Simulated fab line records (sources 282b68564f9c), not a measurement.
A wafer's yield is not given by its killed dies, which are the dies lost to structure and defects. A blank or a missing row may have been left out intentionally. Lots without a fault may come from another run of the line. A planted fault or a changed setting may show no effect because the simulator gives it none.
fab line records	flow rit_cmos
[record] lots = 5	wafers = 15	last_day = 6
route steps=202 shown PLDD@116 SPACER@125 NSD@131 PSD@142 SDANNEAL@153 SILICIDE@161 M1@202
lots with no fault: from the same line, run without faults
start_h: the number of hours between the record's first day and the start of the first shown wafer of the lot	wait_h: how many hours have passed since the lot's step before this one	" as in the row above	L1.1+2: several wafers, shown together as one row	- either no value or no given start	* or withheld: withheld	< > ~ a bound
route shown NAME@n: NAME is a module with steps in the file, n the number in the route of the first one	usual: mean and standard deviation over wafers with no fault	same: alike in all rows	chamber/n: place in a boat	sites: each site's reading	_std_site: standard deviation across them	_edge_site: outer sites' mean less inner sites'	radius_mm: how far each site lies from the wafer's centre	mask NAME#n: copy n	behind: tool/chamber where the wafer was last shaped	hold: reason for holding the lot/hours on hold/outcome of the hold	device: the n, p or np transistor that did not switch	end of line: tests run on the same wafers once the route is complete	step lacking rows: just its recipe	killed: not the wafer's yield, but the dies lost to structure and defects at the first sort	map: dies across one wafer; x = killed, . = not, _ = none there
set.NAME: setting as actually run; set.NAME@STEP: the setting as run at that earlier step	model.NAME: the simulator's own value behind a step, which no gauge read
lots at selected steps of the route; one table per step, one row per wafer
services: the hour from which a tool's chamber was out of use, counted from the record's first day as start_h (under 0 if before that day), plus the number of hours and why
[[steps]]
[step RIT_PLDD_SOFTBAKE_02]
[recipe] resist = NOVOLAK	temp_c = 90	time_s = 60
[step RIT_PLDD_EXPOSE_03]
[recipe] mask_id = M8	na = 0.57	target_cd_nm = 40900	dose_mj = 250
[step RIT_PLDD_PEB_04]
[recipe] resist = NOVOLAK	temp_c = withheld	time_s = withheld
[step RIT_PLDD_DEVELOP_05]
[recipe] resist = NOVOLAK	develop_time_s = 50	dev_temp_c = 23
[step RIT_PLDD_OVL_MEAS_06]
[usual] PLDD_OVL = 0.8/1.3
lot.wafer	tool	chamber	start_h	wait_h	PLDD_OVL[nm]
L924.2	overlay-01	-	72.54	-	0.4
L924.4	"	-	"	"	2.4
L924.6	"	-	"	"	2.5
L928.2	overlay-02	-	94.27	-	1.3
L928.5	"	-	"	"	0.1
L928.6	"	-	"	"	-1.0
L931.2	overlay-02	-	108.42	-	1.3
L931.5	"	-	"	"	1.7
L931.6	"	-	"	"	1.8
L933.1	overlay-01	-	118.18	-	1.1
L933.4	"	-	"	"	-0.7
L933.5	"	-	"	"	0.3
L937.1	overlay-01	-	136.27	-	0.7
L937.2	"	-	"	"	0.5
L937.5	"	-	"	"	0.4
[step RIT_PLDD_HARDBAKE_07]
[recipe] resist = NOVOLAK	temp_c = 140	time_s = 60
[step RIT_PLDD_IMPLANT_08]
[recipe] species = BF2	energy_kev = 20	dose_cm2 = 9e+14	tilt_deg = 7
[step RIT_PLDD_STRIP_09]
[recipe] chemistry = O2	time_s = 180	resist = NOVOLAK	platen_temp_c = withheld	power_w = 500	pressure_mtorr = 4000	o2_flow_sccm = 4000
[usual] drypump_motor_current_A = 5.61/0.19
lot.wafer	tool	chamber	start_h	wait_h	drypump_motor_current_A	rf_hours_counter_h
L924.2	plasma_asher-01	1	72.87	0.1	5.42	44
L924.4	"	0	"	"	5.90	-
L924.6	"	0	"	"	5.90	-
L928.2	plasma_asher-01	1	94.60	0.1	5.43	46
L928.5	"	0	"	"	5.88	-
L928.6	"	1	"	"	5.39	-
L931.2	plasma_asher-02	1	108.75	0.1	5.74	49
L931.5	"	1	"	"	5.73	-
L931.6	"	0	"	"	5.63	-
L933.1	plasma_asher-02	0	118.52	0.1	5.61	50
L933.4	"	0	"	"	5.61	-
L933.5	"	1	"	"	5.76	-
L937.1	plasma_asher-03	1	136.61	0.1	5.41	35
L937.2	"	0	"	"	5.54	35
L937.5	"	1	"	"	5.40	-
[step RIT_PLDD_TW_MEAS_10]
[usual] PLDD_TW = 2346/15
lot.wafer	tool	chamber	start_h	wait_h	PLDD_TW
L924.2	film_metro-04	-	73.06	0.1	2342
L924.4	"	-	"	"	2334
L924.6	"	-	"	"	2332
L928.2	film_metro-04	-	94.78	0.1	2340
L928.5	"	-	"	"	2343
L928.6	"	-	"	"	2330
L931.2	film_metro-04	-	108.93	0.1	2333
L931.5	"	-	"	"	2318
L931.6	"	-	"	"	2319
L933.1	film_metro-02	-	118.69	0.1	2348
L933.4	"	-	"	"	2341
L933.5	"	-	"	"	2357
L937.1	film_metro-01	-	136.78	0.1	2338
L937.2	"	-	"	"	2353
L937.5	"	-	"	"	2361
[step RIT_SPACER_CLEAN_00]
[recipe] chemistry = SC1	mix = 3:3:50	time_s = 600	temp_c = 75
[step RIT_SPACER_CLEAN_01]
[recipe] chemistry = dHF	dilution = 50:1	time_s = 30
[step RIT_SPACER_CLEAN_02]
[recipe] chemistry = SC2	mix = 3:3:50	time_s = 600	temp_c = 75	dry = n2_spin
[step RIT_SPACER_CVD_03]
[recipe] material = Si3N4	target_thk_nm = 250	temp_c = 810	precursor = SiH2Cl2/NH3	time_s = 3300	pressure_mtorr = 300	sih2cl2_flow_sccm = 60	nh3_flow_sccm = 150
[usual] sih2cl2_flow_sccm = 60.03/0.18	spike_tc_centre_C = 813.2/1.2	spike_tc_load_C = 836.8/2.9	spike_tc_source_C = 833.7/2.1	susceptor_temp_C = 810.0/0.32	zone_power_source_pct = 21.2/0.39
lot.wafer	tool	chamber	start_h	wait_h	sih2cl2_flow_sccm	spike_tc_centre_C	spike_tc_load_C	spike_tc_source_C	susceptor_temp_C	zone_power_source_pct	model.Si3N4_of_SPACER_CVD_03.thk_nm
L924.2	lpcvd-02	1	73.48	0.0	59.97	813.1	832.9	836.4	809.9	20.3	251.1
L924.4	"	1	"	"	59.72	813.1	833.6	833.6	810.3	20.3	250.8
L924.6	"	1	"	"	59.91	815.3	834.1	833.8	810.4	20.3	249
L928.2	lpcvd-01	1	95.89	0.7	60.00	812.9	840.1	832.8	809.8	21.6	249.4
L928.5	"	1	"	"	59.81	812.6	840.3	834.7	810.2	21.2	248.2
L928.6	"	1	"	"	60.11	812.7	838.8	833.7	809.8	21.6	248.3
L931.2	lpcvd-01	1	109.35	0.0	60.49	811.9	840.7	833.5	810.0	21.3	247.6
L931.5	"	1	"	"	60.18	813.6	838.4	832.9	810.3	21.2	248
L931.6	"	1	"	"	60.05	810.6	837.0	836.7	809.8	21.3	249.9
L933.1	lpcvd-01	1	119.19	0.0	59.75	813.2	840.1	835.2	809.9	21.7	252.4
L933.4	"	1	"	"	59.93	813.1	839.0	835.6	809.9	21.6	254.1
L933.5	"	1	"	"	59.99	812.3	839.7	834.0	809.7	21.8	254.2
L937.1	lpcvd-01	1	137.21	0.0	60.03	789.8	814.9	808.1	784.9	20.0	158.3
L937.2	"	1	"	"	60.04	788.0	814.7	808.2	785.0	20.3	156.7
L937.5	"	1	"	"	60.05	787.5	814.2	807.4	784.8	20.0	157.7
[step RIT_SPACER_THK_MEAS_04]
[recipe] reads = Si3N4_of_SPACER_CVD_03
[usual] SPACER_NITRIDE_THK = 250.0/2.2
lot.wafer	tool	chamber	start_h	wait_h	SPACER_NITRIDE_THK[nm]
L924.2	film_metro-03	-	75.40	0.0	250.9
L924.4	"	-	"	"	250.7
L924.6	"	-	"	"	248.9
L928.2	film_metro-02	-	97.82	0.0	249.3
L928.5	"	-	"	"	248.4
L928.6	"	-	"	"	248.4
L931.2	film_metro-01	-	111.27	0.0	247.5
L931.5	"	-	"	"	248.0
L931.6	"	-	"	"	249.8
L933.1	film_metro-03	-	121.10	0.0	252.4
L933.4	"	-	"	"	254.2
L933.5	"	-	"	"	254.2
L937.1	film_metro-03	-	139.13	0.0	158.4
L937.2	"	-	"	"	156.8
L937.5	"	-	"	"	157.7
[step RIT_SPACER_ETCHBACK_05]
[recipe] target_depth_a = 2500	SF6_flow_sccm = 30	CHF3_flow_sccm = 30	target = Si3N4	chemistry = SF6/CHF3	pressure_mtorr = 40	rf_w = 250	time_s = 240	stop_on = SiO2
[usual] drypump_motor_current_A = 5.8/0.34	oes_product_au = 0.846/0.012	throttle_valve_pct = 10.27/0.12
lot.wafer	tool	chamber	start_h	wait_h	drypump_motor_current_A	oes_product_au	rf_hours_counter_h	throttle_valve_pct	model.etch.depth_nm
L924.2	rie_diel-04	0	75.45	0.0	6.1	0.841	1	10.06	251.1
L924.4	"	1	"	"	5.3	0.852	151	10.25	250.8
L924.6	"	0	"	"	6.2	0.842	-	10.05	249
L928.2	rie_diel-04	2	97.87	0.0	5.8	0.844	12	10.23	249.4
L928.5	"	0	"	"	6.2	0.840	-	10.05	248.2
L928.6	"	1	"	"	5.2	0.848	-	10.28	248.3
L931.2	rie_diel-01	2	111.32	0.0	6.5	0.837	143	10.48	247.6
L931.5	"	0	"	"	5.7	0.857	-	10.35	248
L931.6	"	2	"	"	6.5	0.840	-	10.49	249.9
L933.1	rie_diel-03	0	121.16	0.1	5.8	0.847	49	10.24	252.4
L933.4	"	0	"	"	5.8	0.856	-	10.24	254.1
L933.5	"	3	"	"	5.8	0.863	-	10.26	254.2
L937.1	rie_diel-01	2	139.19	0.1	6.5	0.618	144	10.43	158.3
L937.2	"	3	"	"	5.2	0.633	7	10.27	156.7
L937.5	"	3	"	"	5.2	0.628	-	10.27	157.7
[step RIT_NSD_HMDS_00]
[recipe] prime_time_s = 60	prime_temp_c = 140
[step RIT_NSD_COAT_01]
[recipe] resist = NOVOLAK	spin_rpm = 3250	resist_thk_nm = 1000
[step RIT_NSD_SOFTBAKE_02]
[recipe] resist = NOVOLAK	temp_c = 90	time_s = 60
[step RIT_NSD_EXPOSE_03]
[recipe] mask_id = M9	na = 0.57	target_cd_nm = 40700	dose_mj = 250
[step RIT_NSD_PEB_04]
[recipe] resist = NOVOLAK	temp_c = withheld	time_s = withheld
[step RIT_NSD_DEVELOP_05]
[recipe] resist = NOVOLAK	develop_time_s = 50	dev_temp_c = 23
[step RIT_NSD_OVL_MEAS_06]
[usual] NSD_OVL = 0.6/1.2
lot.wafer	tool	chamber	start_h	wait_h	NSD_OVL[nm]
L924.2	overlay-01	-	76.58	-	1.3
L924.4	"	-	"	"	3.1
L924.6	"	-	"	"	2.6
L928.2	overlay-01	-	98.87	-	1.2
L928.5	"	-	"	"	0.4
L928.6	"	-	"	"	0.1
L931.2	overlay-01	-	112.33	-	0.1
L931.5	"	-	"	"	0.4
L931.6	"	-	"	"	3.1
L933.1	overlay-02	-	122.16	-	0.2
L933.4	"	-	"	"	-0.5
L933.5	"	-	"	"	-1.9
L937.1	overlay-01	-	140.19	-	0.8
L937.2	"	-	"	"	0.9
L937.5	"	-	"	"	0.3
[step RIT_NSD_HARDBAKE_07]
[recipe] resist = NOVOLAK	temp_c = 140	time_s = 60
[step RIT_NSD_IMPLANT_08]
[recipe] species = P	energy_kev = 25	dose_cm2 = 1e+15	tilt_deg = 7
[step RIT_NSD_STRIP_09]
[recipe] chemistry = O2	time_s = 180	resist = NOVOLAK	platen_temp_c = withheld	power_w = 500	pressure_mtorr = 4000	o2_flow_sccm = 4000
[usual] drypump_motor_current_A = 5.8/0.35
lot.wafer	tool	chamber	start_h	wait_h	drypump_motor_current_A	rf_hours_counter_h
L924.2	plasma_asher-02	1	76.91	0.1	5.7	45
L924.4	"	0	"	"	5.6	-
L924.6	"	1	"	"	5.7	-
L928.2	plasma_asher-01	1	99.20	0.1	5.5	47
L928.5	"	1	"	"	5.4	-
L928.6	"	0	"	"	5.9	-
L931.2	plasma_asher-02	1	112.66	0.1	5.8	50
L931.5	"	1	"	"	5.8	-
L931.6	"	0	"	"	5.6	-
L933.1	plasma_asher-01	1	122.50	0.1	5.4	50
L933.4	"	0	"	"	5.9	-
L933.5	"	1	"	"	5.4	-
L937.1	plasma_asher-04	1	140.53	0.1	6.5	2
L937.2	"	0	"	"	5.5	2
L937.5	"	0	"	"	5.5	-
[step RIT_NSD_TW_MEAS_10]
[usual] NSD_TW = 3113/17
lot.wafer	tool	chamber	start_h	wait_h	NSD_TW
L924.2	film_metro-01	-	77.10	0.1	3122
L924.4	"	-	"	"	3125
L924.6	"	-	"	"	3125
L928.2	film_metro-04	-	99.39	0.1	3102
L928.5	"	-	"	"	3086
L928.6	"	-	"	"	3084
L931.2	film_metro-01	-	112.85	0.1	3104
L931.5	"	-	"	"	3090
L931.6	"	-	"	"	3109
L933.1	film_metro-04	-	122.67	0.1	3093
L933.4	"	-	"	"	3075
L933.5	"	-	"	"	3095
L937.1	film_metro-01	-	140.70	0.1	3117
L937.2	"	-	"	"	3110
L937.5	"	-	"	"	3111
[step RIT_PSD_HMDS_00]
[recipe] prime_time_s = 60	prime_temp_c = 140
[step RIT_PSD_COAT_01]
[recipe] resist = NOVOLAK	spin_rpm = 3250	resist_thk_nm = 1000
[step RIT_PSD_SOFTBAKE_02]
[recipe] resist = NOVOLAK	temp_c = 90	time_s = 60
[step RIT_PSD_EXPOSE_03]
[recipe] mask_id = M10	na = 0.57	target_cd_nm = 40900	dose_mj = 250
[step RIT_PSD_PEB_04]
[recipe] resist = NOVOLAK	temp_c = withheld	time_s = withheld
[step RIT_PSD_DEVELOP_05]
[recipe] resist = NOVOLAK	develop_time_s = 50	dev_temp_c = 23
[step RIT_PSD_OVL_MEAS_06]
[usual] PSD_OVL = 0.8/1.7
lot.wafer	tool	chamber	start_h	wait_h	PSD_OVL[nm]
L924.2	overlay-01	-	78.00	-	1.3
L924.4	"	-	"	"	0.0
L924.6	"	-	"	"	2.3
L928.2	overlay-02	-	100.29	-	-1.0
L928.5	"	-	"	"	1.3
L928.6	"	-	"	"	1.3
L931.2	overlay-01	-	113.88	-	-1.8
L931.5	"	-	"	"	-0.6
L931.6	"	-	"	"	-1.7
L933.1	overlay-02	-	123.74	-	1.8
L933.4	"	-	"	"	0.6
L933.5	"	-	"	"	0.7
L937.1	overlay-01	-	141.95	-	1.7
L937.2	"	-	"	"	2.9
L937.5	"	-	"	"	2.1
[step RIT_PSD_HARDBAKE_07]
[recipe] resist = NOVOLAK	temp_c = 140	time_s = 60
[step RIT_PSD_IMPLANT_08]
[recipe] species = BF2	energy_kev = 27	dose_cm2 = 5e+15	tilt_deg = 7
[step RIT_PSD_STRIP_09]
[recipe] chemistry = O2	time_s = 180	resist = NOVOLAK	platen_temp_c = withheld	power_w = 500	pressure_mtorr = 4000	o2_flow_sccm = 4000
[usual] drypump_motor_current_A = 5.6/0.35
lot.wafer	tool	chamber	start_h	wait_h	drypump_motor_current_A	rf_hours_counter_h
L924.2	plasma_asher-01	1	78.33	0.1	5.4	44
L924.4	"	0	"	"	5.9	-
L924.6	"	1	"	"	5.4	-
L928.2	plasma_asher-01	0	100.62	0.1	5.9	47
L928.5	"	1	"	"	5.4	-
L928.6	"	0	"	"	5.9	-
L931.2	plasma_asher-03	1	114.21	0.1	5.4	32
L931.5	"	0	"	"	5.5	-
L931.6	"	1	"	"	5.4	-
L933.1	plasma_asher-01	0	124.08	0.1	5.9	50
L933.4	"	0	"	"	5.9	-
L933.5	"	1	"	"	5.4	-
L937.1	plasma_asher-03	0	142.29	0.1	5.5	35
L937.2	"	1	"	"	5.4	35
L937.5	"	0	"	"	5.5	-
[step RIT_PSD_TW_MEAS_10]
[usual] PSD_TW = 3428/24
lot.wafer	tool	chamber	start_h	wait_h	PSD_TW
L924.2	film_metro-02	-	78.52	0.1	3464
L924.4	"	-	"	"	3471
L924.6	"	-	"	"	3466
L928.2	film_metro-01	-	100.81	0.1	3417
L928.5	"	-	"	"	3418
L928.6	"	-	"	"	3398
L931.2	film_metro-02	-	114.39	0.1	3439
L931.5	"	-	"	"	3439
L931.6	"	-	"	"	3431
L933.1	film_metro-02	-	124.25	0.1	3418
L933.4	"	-	"	"	3453
L933.5	"	-	"	"	3446
L937.1	film_metro-04	-	142.46	0.1	3399
L937.2	"	-	"	"	3406
L937.5	"	-	"	"	3387
[step RIT_SDANNEAL_CLEAN_00]
[recipe] chemistry = SC1	mix = 3:3:50	time_s = 600	temp_c = 75
[step RIT_SDANNEAL_CLEAN_01]
[recipe] chemistry = dHF	dilution = 50:1	time_s = 30
[step RIT_SDANNEAL_CLEAN_02]
[recipe] chemistry = SC2	mix = 3:3:50	time_s = 600	temp_c = 75	dry = n2_spin
[step RIT_SDANNEAL_RTA_03]
[recipe] temp_c = 1050	time_s = 5	idle_temp_c = 600	ramp_up_c_per_s = 342	ramp_down_c_per_s = 171	cool_to_c = 600	ambient = N2
[usual] wafer_temp_C_max = 1053.6/1.3
lot.wafer	tool	chamber	start_h	wait_h	wafer_temp_C_max
L924.2	rtp_anneal-01	0	78.96	0.0	1055.0
L924.4	"	0	"	"	1054.5
L924.6	"	0	"	"	1052.2
L928.2	rtp_anneal-01	0	101.24	0.0	1053.4
L928.5	"	0	"	"	1054.2
L928.6	"	0	"	"	1051.7
L931.2	rtp_anneal-02	0	114.82	0.0	1053.3
L931.5	"	0	"	"	1053.2
L931.6	"	0	"	"	1054.2
L933.1	rtp_anneal-02	0	124.68	0.0	1052.2
L933.4	"	0	"	"	1055.6
L933.5	"	0	"	"	1052.4
L937.1	rtp_anneal-02	0	142.89	0.0	1054.7
L937.2	"	0	"	"	1054.0
L937.5	"	0	"	"	1054.1
[step RIT_SDANNEAL_RS_MEAS_04]
[recipe] thk_meas_gauge = four-point-probe
[usual] PSD_RS = 115.93/0.3
lot.wafer	tool	chamber	start_h	wait_h	PSD_RS[ohm/sq]
L924.2	film_metro-02	-	79.03	0.1	115.66
L924.4	"	-	"	"	116.32
L924.6	"	-	"	"	116.32
L928.2	film_metro-02	-	101.30	0.1	115.96
L928.5	"	-	"	"	115.87
L928.6	"	-	"	"	115.84
L931.2	film_metro-01	-	114.89	0.1	115.98
L931.5	"	-	"	"	115.58
L931.6	"	-	"	"	115.89
L933.1	film_metro-02	-	124.74	0.0	115.99
L933.4	"	-	"	"	116.08
L933.5	"	-	"	"	116.11
L937.1	film_metro-04	-	142.95	0.0	115.59
L937.2	"	-	"	"	116.05
L937.5	"	-	"	"	115.74
[step RIT_SILICIDE_WET_ETCH_00]
[recipe] chemistry = BOE	target = SiO2	target_depth_nm = 14	time_s = 15	dry = n2_spin	dilution = 10:1	temp_c = 21.5
lot.wafer	tool	chamber	start_h	wait_h	model.Si3N4_of_SPACER_CVD_03.thk_nm
L924.2	wet_bench-03	1	79.49	0.1	197.4
L924.4	"	1	"	"	195.9
L924.6	"	1	"	"	195.6
L928.2	wet_bench-02	1	101.76	0.1	196.8
L928.5	"	1	"	"	195.4
L928.6	"	1	"	"	193.8
L931.2	wet_bench-04	0	115.35	0.1	194.1
L931.5	"	0	"	"	194.7
L931.6	"	0	"	"	195.9
L933.1	wet_bench-03	1	125.22	0.1	196.1
L933.4	"	1	"	"	197.2
L933.5	"	1	"	"	197.4
L937.1	wet_bench-04	3	143.43	0.1	123.3
L937.2	"	3	"	"	121.9
L937.5	"	3	"	"	122.9
[step RIT_M1_PROBE_99]
[usual] killed_at_front_end = 6.8/2.7	killed_dies = 6.8/2.7	killed_open = 3.4/1.8	killed_short = 3.5/1.7
[same] gross_dies = 264	killed_at_M0_to_M3 = 0	killed_at_M4_up = 0	killed_at_back_side = 0	killed_at_contacts = 0	killed_at_other = 0
lot.wafer	tool	chamber	start_h	wait_h	killed_at_front_end	killed_dies	killed_open	killed_short
L924.2	prober-02	-	86.59	0.1	4	4	1	3
L924.4	prober-02	-	86.69	0.2	5	5	3	2
L924.6	prober-02	-	86.79	0.2	3	3	2	1
L928.2	prober-01	-	128.25	0.9	7	7	6	1
L928.5	prober-01	-	128.40	1.0	7	7	2	5
L928.6	prober-01	-	128.45	1.0	6	6	3	3
L931.2	prober-01	-	129.15	1.7	13	13	5	8
L931.5	prober-01	-	129.30	1.8	6	6	4	2
L931.6	prober-01	-	129.35	1.8	2	2	1	1
L933.1	prober-01	-	132.10	0.1	6	6	3	3
L933.4	prober-01	-	132.25	0.2	5	5	3	2
L933.5	prober-01	-	132.30	0.2	11	11	5	6
L937.1	prober-01	-	150.18	0.1	5	5	1	4
L937.2	prober-01	-	150.23	0.1	6	6	3	3
L937.5	prober-01	-	150.38	0.2	7	7	5	2
// killed by level:class
L924.2 FOX1:geometric_particle:open=1 GATE:geometric_particle:short=1 REOX:geometric_particle:short=1 SILICIDE:geometric_particle:short=1
L924.4 FOX2:geometric_particle:short=1 FOX2:geometric_particle:open=1 GATE:geometric_particle:open=1 GATE:geometric_particle:short=1 SILICIDE:geometric_particle:open=1
L924.6 FOX1:geometric_particle:open=1 GATE:geometric_particle:short=1 GATE:geometric_particle:open=1
L928.2 GATE:geometric_particle:open=3 FOX1:geometric_particle:open=2 FOX2:geometric_particle:short=1 SILICIDE:geometric_particle:open=1
L928.5 GATE:geometric_particle:short=3 FOX1:geometric_particle:short=2 FOX1:geometric_particle:open=1 GATE:geometric_particle:open=1
L928.6 GATE:geometric_particle:open=2 GATE:geometric_particle:short=2 FOX1:geometric_particle:open=1 SPACER:geometric_particle:short=1
L931.2 FOX1:geometric_particle:short=3 GATE:geometric_particle:short=2 REOX:geometric_particle:open=2 SPACER:geometric_particle:short=2 FOX1:geometric_particle:open=1 GATE:geometric_particle:open=1 REOX:geometric_particle:short=1 SPACER:geometric_particle:open=1
L931.5 REOX:geometric_particle:short=2 SILICIDE:geometric_particle:open=2 GATE:geometric_particle:open=1 SPACER:geometric_particle:open=1
L931.6 REOX:geometric_particle:open=1 REOX:geometric_particle:short=1
L933.1 GATE:geometric_particle:short=2 GATE:geometric_particle:open=2 FOX2:geometric_particle:short=1 REOX:geometric_particle:open=1
L933.4 FOX1:geometric_particle:open=1 FOX2:geometric_particle:open=1 GATE:geometric_particle:short=1 REOX:geometric_particle:open=1 SPACER:geometric_particle:short=1
L933.5 FOX2:geometric_particle:short=2 GATE:geometric_particle:open=2 REOX:geometric_particle:open=2 SPACER:geometric_particle:short=2 GATE:geometric_particle:short=1 SPACER:geometric_particle:open=1 SILICIDE:geometric_particle:short=1
L937.1 FOX1:geometric_particle:short=2 FOX1:geometric_particle:open=1 GATE:geometric_particle:short=1 REOX:geometric_particle:short=1
L937.2 FOX1:geometric_particle:open=2 SILICIDE:geometric_particle:short=2 FOX2:geometric_particle:short=1 REOX:geometric_particle:open=1
L937.5 SPACER:geometric_particle:open=2 SILICIDE:geometric_particle:open=2 FOX1:geometric_particle:open=1 FOX1:geometric_particle:short=1 SILICIDE:geometric_particle:short=1
[[services]]
tool	chamber	start_h	hours	kind
rtp_anneal-01	-	66.52	0.7	pm
plasma_asher-04	-	78.79	21.3	repair
rie_diel-04	2	81.18	1.7	repair
rie_diel-01	3	95.37	2.0	repair
rie_diel-03	1	105.81	-	clean
rie_diel-03	1	105.81	32.3	scheduled_down
rie_diel-03	1	105.81	32.3	vent_cycle
rie_diel-01	1	107.04	16.2	repair
plasma_asher-04	-	108.75	9.0	pm
plasma_asher-04	0	108.75	9.0	vent_cycle
plasma_asher-04	1	108.75	9.0	vent_cycle
wet_bench-03	-	116.04	1.7	repair
plasma_asher-04	0	117.75	-	clean
plasma_asher-04	1	117.75	-	clean
plasma_asher-02	-	126.35	4.3	pm
wet_bench-02	-	128.45	1.8	repair
rie_diel-04	1	135.30	-	clean
rie_diel-04	1	135.30	30.7	scheduled_down
rie_diel-04	1	135.30	30.7	vent_cycle
[[key]]
[first_sign] step = RIT_SPACER_CVD_03	reading = susceptor_temp_C	direction = down	sigmas = 77	usual = *	struck = *
[effect] step = RIT_SPACER_CVD_03	reading = spike_tc_centre_C	direction = down	sigmas = 21	usual = 813.2	struck = 788.5
[effect] step = RIT_SPACER_THK_MEAS_04	reading = SPACER_NITRIDE_THK	direction = down	sigmas = 42	usual = 250.0	struck = 157.6
[effect] step = RIT_SPACER_ETCHBACK_05	reading = oes_product_au	direction = down	sigmas = 19	usual = 0.846	struck = 0.626
[model_effect] step = RIT_SPACER_CVD_03	value = Si3N4_of_SPACER_CVD_03.thk_nm	without = 249.1	struck = 157.6
[model_effect] step = RIT_SPACER_ETCHBACK_05	value = etch.depth_nm	without = 249.1	struck = 157.6
[model_effect] step = RIT_SILICIDE_WET_ETCH_00	value = Si3N4_of_SPACER_CVD_03.thk_nm	without = 194.6	struck = 122.7
met_at RIT_SPACER_CVD_03
struck_wafers L937.1,L937.2,L937.5
tester_left_out L937
onset_between 119.19 137.21
[fault] kind = process_parameter_drift	tool = lpcvd-01	chamber = 1	onset_h = 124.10	steps = RIT_SPACER_CVD_03	channel = temp_c	offset = *	shape = step	end_h = 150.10	acts_in = *	stated = *
// tester_left_out: of these lots the tester's yield and bins aren't shown, on N5 and GAA mostly nor the transistor test; their killed dies are dies lost to structure and defects alone, not to doping, threshold or leakage, so they don't give the yield
